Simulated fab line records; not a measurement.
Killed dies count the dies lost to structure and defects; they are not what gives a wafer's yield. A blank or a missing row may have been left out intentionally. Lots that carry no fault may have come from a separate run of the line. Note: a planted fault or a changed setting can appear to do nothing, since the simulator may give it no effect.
8D (eight disciplines) problem report, filled in by code | flow rit cmos | the parts of the form that need people (team, actions taken, sign-off) are left out

1. PROBLEM STATEMENT
Mean GATE_POLY_THK at RIT_GATE_THK_MEAS_09: 372.4 nm over 6 wafers in 2 lots; fault-free wafers: 249.5 nm, standard deviation 2.4. That is +51 standard deviations from the usual mean.
First seen on wafer L571.3, day 3 13:07, on film metro-04. The record holds 42 wafers of 14 lots with a number at this step. By rule, "out" or "out of limits" means more than 4 standard deviations away from the usual mean. All remaining wafers that have a number are taken as sound.

2. WHAT IT IS, WHAT IT ISN'T
question                    | is                     | is not
which readings at this step | GATE_POLY_THK          | -
which lots                  | L571, L572             | L566, L568, L569, L570, L573, L582, L583, L584, L585, L587, L588, L589
which wafers of those lots  | all that have a number | -
read on which gauges        | film metro-04          | film metro-01, film metro-03
when                        | from day 3 13:07       | up to then (12 sound wafers); but 24 sound wafers of L573, L582, L583, L584, L585, L587, L588, L589 came after

3. SUSPECTS, AND WHAT RULES EACH OUT
Counting: a tool stays on the suspect list if, at a process step up to the reading, it processed all lots that are out and no sound lot following the first of them.
- the gauge at RIT_GATE_THK_MEAS_09: ruled out. All the wafers that are out were read on film metro-04, but those of them that RIT_GATE_ETCH_19 has rows for are out there too, on other tools.
- rie diel-03 at RIT_ACTIVE_ETCH_13 (etches Si3N4 in SF6, stops on SiO2, time 210 s, target depth 210 nm): ruled out as a lasting fault. Following L571 (day 2 15:43), the first lot on it that is out, the sound lots L584, L585, L587, L589 were run on it.
- lpcvd-01 at RIT_GATE_CVD_08 (deposits poly-Si from SiH4, target thk 250 nm, time 2220 s): ruled out as a lasting fault. Following L571 (day 3 11:29), the first lot on it that is out, the sound lots L585, L587, L588, L589 were run on it.
Left after counting: nothing in the record.

4. THE CAUSE (what the simulator had put in)
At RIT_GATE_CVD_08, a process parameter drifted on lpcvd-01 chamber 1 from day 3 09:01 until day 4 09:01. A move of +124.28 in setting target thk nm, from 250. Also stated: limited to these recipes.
It was ruled out by counting, in error; the rule expects a fault to strike all lots run on its tool from its start on, and this fault did not.

5. SEQUENCE OF EFFECTS, ordered by route
Each row: a reading whose mean over the struck wafers that have a number lies more than 3 standard deviations from the usual. Scope: only readings with a usual standard deviation given in the record; hours: median across lots of the time from each lot's start at the first step in this table that gives one to its start at this step; sigmas: change in usual standard deviations.
hours | step                 | reading        | usual      | on struck wafers | change | sigmas
0     | RIT_GATE_THK_MEAS_09 | GATE_POLY_THK  | 249.5 nm   | 372.4            | +122.9 | +51
1     | RIT_GATE_ETCH_19     | oes product au | 0.850 a.u. | 1.006            | +0.156 | +18
Process steps it contains:
- RIT_GATE_ETCH_19: etches poly-Si in SF6/CHF3/O2, stops on SiO2, time 165 s, target depth 312.5 nm.

6. HOW IT WOULD HAVE BEEN CAUGHT EARLIER
In this record the first reading out of limits at a measuring or inspecting step was taken at day 3 13:07, 4 hours after the fault began at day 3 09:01.
